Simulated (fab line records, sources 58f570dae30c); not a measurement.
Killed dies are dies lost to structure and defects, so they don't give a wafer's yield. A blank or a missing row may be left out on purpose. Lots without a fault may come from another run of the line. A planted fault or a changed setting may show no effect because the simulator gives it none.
Which tool did it? | flow berkeley_cmos170 | 13 lots, 37 wafers sampled, at 6 steps of a route of 331

WHAT THE GAUGES READ, wafer by wafer
UCB170_SILICIDE_RS_MEAS_02: measures by four-point-probe. Usual: SILICIDE_TI_RS 26.0 ohm/sq, standard deviation 0.38.
lot  | measured     | on            | SILICIDE_TI_RS (ohm/sq) | flag
L260 | day 7 23:32  | film_metro-03 | 26.0 26.1 25.7          |
L261 | day 8 09:34  | film_metro-04 | 26.7 26.3 26.4          |
L264 | day 8 22:24  | film_metro-04 | 27.0 26.8 26.6          |
L267 | day 9 12:32  | film_metro-04 | 25.9 25.9 25.7          |
L266 | day 9 15:11  | film_metro-03 | 26.2 26.0 26.2          |
L265 | day 9 15:11  | film_metro-04 | 26.2 25.9 26.3          |
L268 | day 9 15:19  | film_metro-01 | 26.0 26.1 26.4          |
L269 | day 10 10:10 | film_metro-03 | 26.2 26.3 25.8          |
L270 | day 10 10:28 | film_metro-04 | 25.8 25.6 25.4          |
L271 | day 11 03:34 | film_metro-04 | 25.6 25.8 26.3          |
L274 | day 11 03:49 | film_metro-01 | 39.6 40.1               | OFF
L282 | day 14 01:03 | film_metro-03 | 25.9 25.7 26.1          |
L283 | day 14 09:17 | film_metro-01 | 26.3 26.0 26.4          |

UCB170_SILICIDE_THK_MEAS_03: measures by xrf. Usual: SILICIDE_TI_THK 29.9 nm, standard deviation 0.38.
lot  | measured     | on            | SILICIDE_TI_THK (nm) | flag
L260 | day 7 23:37  | film_metro-03 | 29.7 29.6 30.1       |
L261 | day 8 09:41  | film_metro-04 | 29.5 29.7 29.6       |
L264 | day 8 22:31  | film_metro-04 | 29.1 29.2 29.5       |
L267 | day 9 12:40  | film_metro-04 | 30.0 30.1 30.0       |
L266 | day 9 15:17  | film_metro-03 | 29.8 30.0 29.6       |
L265 | day 9 15:17  | film_metro-04 | 29.6 30.0 29.7       |
L268 | day 9 15:25  | film_metro-01 | 30.2 30.1 29.7       |
L269 | day 10 10:17 | film_metro-03 | 29.6 29.4 29.9       |
L270 | day 10 10:35 | film_metro-04 | 30.1 30.2 30.3       |
L271 | day 11 03:40 | film_metro-04 | 30.2 30.1 29.7       |
L274 | day 11 05:07 | film_metro-01 | 21.0 21.2            | OFF
L282 | day 14 01:09 | film_metro-03 | 30.1 30.2 29.8       |
L283 | day 14 09:25 | film_metro-01 | 30.0 30.2 29.9       |

UCB170_V1_THK_MEAS_01. Usual: V1_TEOS_THK 1998 nm, standard deviation 28.
lot  | measured     | on            | V1_TEOS_THK (nm) | flag
L260 | day 8 08:32  | film_metro-04 | 1993 2045 2034   |
L261 | day 8 20:04  | film_metro-04 | 1992 2029 2009   |
L264 | day 9 08:54  | film_metro-03 | 1996 2028 2009   |
L267 | day 10 01:25 | film_metro-04 | 1972 1972 2005   |
L266 | day 10 01:26 | film_metro-03 | 1996 2010 2026   |
L265 | day 10 01:26 | film_metro-02 | 1974 2020 1983   |
L268 | day 10 00:06 | film_metro-03 | 1983 1995 2005   |
L269 | day 10 18:44 | film_metro-02 | 1985 2004 1991   |
L270 | day 10 20:34 | film_metro-03 | 1977 2002 2002   |
L271 | day 11 11:50 | film_metro-02 | 1949 1969 2012   |
L274 | day 11 15:23 | film_metro-04 | 1987             |
L282 | day 14 11:31 | film_metro-02 | 1993 1983 2025   |
L283 | day 14 22:34 | film_metro-02 | 1986 2023 1997   |

WHICH TOOL RAN EACH LOT (tool, then ch and the chambers of the sampled wafers, then the start)
lot  | UCB170_GATE_STRIP_16                 | UCB170_SILICIDE_SPUTTER_01   | UCB170_CONTACT_ETCH_17
L260 | plasma_asher-02 ch 0,1, day 7 03:08  | pvd_sputter-02, day 7 23:26  | rie_diel-03 ch 0,1,2, day 8 04:49
L261 | plasma_asher-01 ch 0,1, day 7 11:36  | pvd_sputter-02, day 8 09:32  | rie_diel-01 ch 0,1,2, day 8 15:17
L264 | plasma_asher-03 ch 0, day 8 01:50    | pvd_sputter-02, day 8 22:22  | rie_diel-01 ch 0,1,2, day 9 03:56
L267 | plasma_asher-03 ch 0,1, day 8 17:51  | pvd_sputter-03, day 9 12:31  | rie_diel-04 ch 1,2, day 9 20:17
L266 | plasma_asher-01 ch 0,1, day 8 18:05  | pvd_sputter-04, day 9 15:08  | rie_diel-03 ch 0,1, day 9 20:11
L265 | plasma_asher-02 ch 0,1, day 8 18:23  | pvd_sputter-02, day 9 15:08  | rie_diel-01 ch 0,1,2, day 9 20:31
L268 | plasma_asher-01 ch 1, day 8 18:34    | pvd_sputter-03, day 9 15:15  | rie_diel-01 ch 1,2,3, day 9 19:55
L269 | plasma_asher-01 ch 0,1, day 9 13:14  | pvd_sputter-02, day 10 10:08 | rie_diel-03 ch 1,2,3, day 10 14:40
L270 | plasma_asher-02 ch 0,1, day 9 13:29  | pvd_sputter-03, day 10 10:26 | rie_diel-04 ch 0,1, day 10 16:41
L271 | plasma_asher-03 ch 0,1, day 10 09:54 | pvd_sputter-03, day 11 03:31 | rie_diel-03 ch 0,2,3, day 11 07:44
L274 | plasma_asher-03 ch 0, day 10 17:01   | pvd_sputter-02, day 11 03:47 | rie_diel-03 ch 1, day 11 11:32
L282 | plasma_asher-02 ch 0,1, day 12 15:10 | pvd_sputter-03, day 14 00:59 | rie_diel-01 ch 1,2,3, day 14 06:29
L283 | plasma_asher-02 ch 0,1, day 13 11:47 | pvd_sputter-04, day 14 09:07 | rie_diel-03 ch 2,3, day 14 16:49
- UCB170_GATE_STRIP_16: strips in O2.
- UCB170_SILICIDE_SPUTTER_01: material Ti, target thk 30 nm, time 25 s.
- UCB170_CONTACT_ETCH_17: etches BARC in N2/H2.

WHAT THE TOOLS THEMSELVES READ (means of the sampled wafers that have a number; where no wafer has one, the mark that the record gives instead)
UCB170_GATE_STRIP_16. Usual: drypump_motor_current_A 5.8 A, standard deviation 0.44; oes_product_au 0.724 a.u., standard deviation 0.0048.
lot  | tool            | drypump_motor_current_A (A) | oes_product_au (a.u.) | flag
L260 | plasma_asher-02 | 5.8                         | 0.725                 |
L261 | plasma_asher-01 | 5.7                         | 0.721                 |
L264 | plasma_asher-03 | 6.5                         | 0.721                 |
L267 | plasma_asher-03 | 6.2                         | 0.725                 |
L266 | plasma_asher-01 | 5.8                         | 0.726                 |
L265 | plasma_asher-02 | 5.5                         | 0.729                 |
L268 | plasma_asher-01 | 5.5                         | 0.727                 |
L269 | plasma_asher-01 | 5.7                         | 0.721                 |
L270 | plasma_asher-02 | 5.5                         | 0.725                 |
L271 | plasma_asher-03 | 6.2                         | 0.723                 |
L274 | plasma_asher-03 | 6.4                         | 0.731                 |
L282 | plasma_asher-02 | 5.8                         | 0.723                 |
L283 | plasma_asher-02 | 5.5                         | 0.722                 |

UCB170_SILICIDE_SPUTTER_01. Usual: throttle_valve_pct 30.3 %, standard deviation 1.3.
lot  | tool           | throttle_valve_pct (%) | flag
L260 | pvd_sputter-02 | 30.3                   |
L261 | pvd_sputter-02 | 31.3                   |
L264 | pvd_sputter-02 | 31.0                   |
L267 | pvd_sputter-03 | 30.3                   |
L266 | pvd_sputter-04 | 29.6                   |
L265 | pvd_sputter-02 | 30.0                   |
L268 | pvd_sputter-03 | 30.5                   |
L269 | pvd_sputter-02 | 29.9                   |
L270 | pvd_sputter-03 | 30.4                   |
L271 | pvd_sputter-03 | 30.4                   |
L274 | pvd_sputter-02 | 29.0                   |
L282 | pvd_sputter-03 | 30.3                   |
L283 | pvd_sputter-04 | 29.7                   |

UCB170_CONTACT_ETCH_17. Usual: drypump_motor_current_A 5.8 A, standard deviation 0.33; n2_flow_sccm 100.00 sccm, standard deviation 0.3; oes_product_au 0.995 a.u., standard deviation 0.02; throttle_valve_pct 13.37 %, standard deviation 0.17.
lot  | tool        | drypump_motor_current_A (A) | n2_flow_sccm (sccm) | oes_product_au (a.u.) | throttle_valve_pct (%) | flag
L260 | rie_diel-03 | 5.8                         | 100.00              | 1.013                 | 13.31                  |
L261 | rie_diel-01 | 5.7                         | 99.94               | 0.971                 | 13.44                  |
L264 | rie_diel-01 | 5.7                         | 100.03              | 0.982                 | 13.44                  |
L267 | rie_diel-04 | 6.3                         | 100.04              | 1.003                 | 13.31                  |
L266 | rie_diel-03 | 5.8                         | 99.66               | 1.017                 | 13.27                  |
L265 | rie_diel-01 | 5.7                         | 100.09              | 0.985                 | 13.44                  |
L268 | rie_diel-01 | 5.7                         | 100.01              | 0.989                 | 13.29                  |
L269 | rie_diel-03 | 5.7                         | 100.13              | 1.012                 | 13.48                  |
L270 | rie_diel-04 | 6.1                         | 99.88               | 1.011                 | 13.37                  |
L271 | rie_diel-03 | 5.5                         | 99.99               | 1.025                 | 13.36                  |
L274 | rie_diel-03 | 6.1                         | 100.04              | 1.007                 | 13.50                  |
L282 | rie_diel-01 | 5.7                         | 100.43              | 0.985                 | 13.29                  |
L283 | rie_diel-03 | 5.4                         | 100.21              | 1.007                 | 13.52                  |

THE ANSWER, worked out from the rows above alone
Rule: a lot is off if the mean of its wafers that have a number lies more than 3 standard deviations from the usual mean. A lot without any number at a reading at which 4 lots or more have one is off too. The other lots that the step has rows for count as sound. The gauges are gone through in route order, then the tools' own readings, and for those a lot's mean is taken as printed above. The first step at which some lot is off is used, and at that step the reading that is off furthest; a lot without a number counts as furthest.
Off: L274, at UCB170_SILICIDE_RS_MEAS_02 (SILICIDE_TI_RS).
A tool fits if, at a process step before that reading, it ran every lot that is off, and no sound lot after the first of them. The gauges at UCB170_SILICIDE_RS_MEAS_02 are tried like those tools. Can't be told from this: 2 tools fit, plasma_asher-03 at UCB170_GATE_STRIP_16, pvd_sputter-02 at UCB170_SILICIDE_SPUTTER_01.

WHAT THE SIMULATOR HAD PUT IN
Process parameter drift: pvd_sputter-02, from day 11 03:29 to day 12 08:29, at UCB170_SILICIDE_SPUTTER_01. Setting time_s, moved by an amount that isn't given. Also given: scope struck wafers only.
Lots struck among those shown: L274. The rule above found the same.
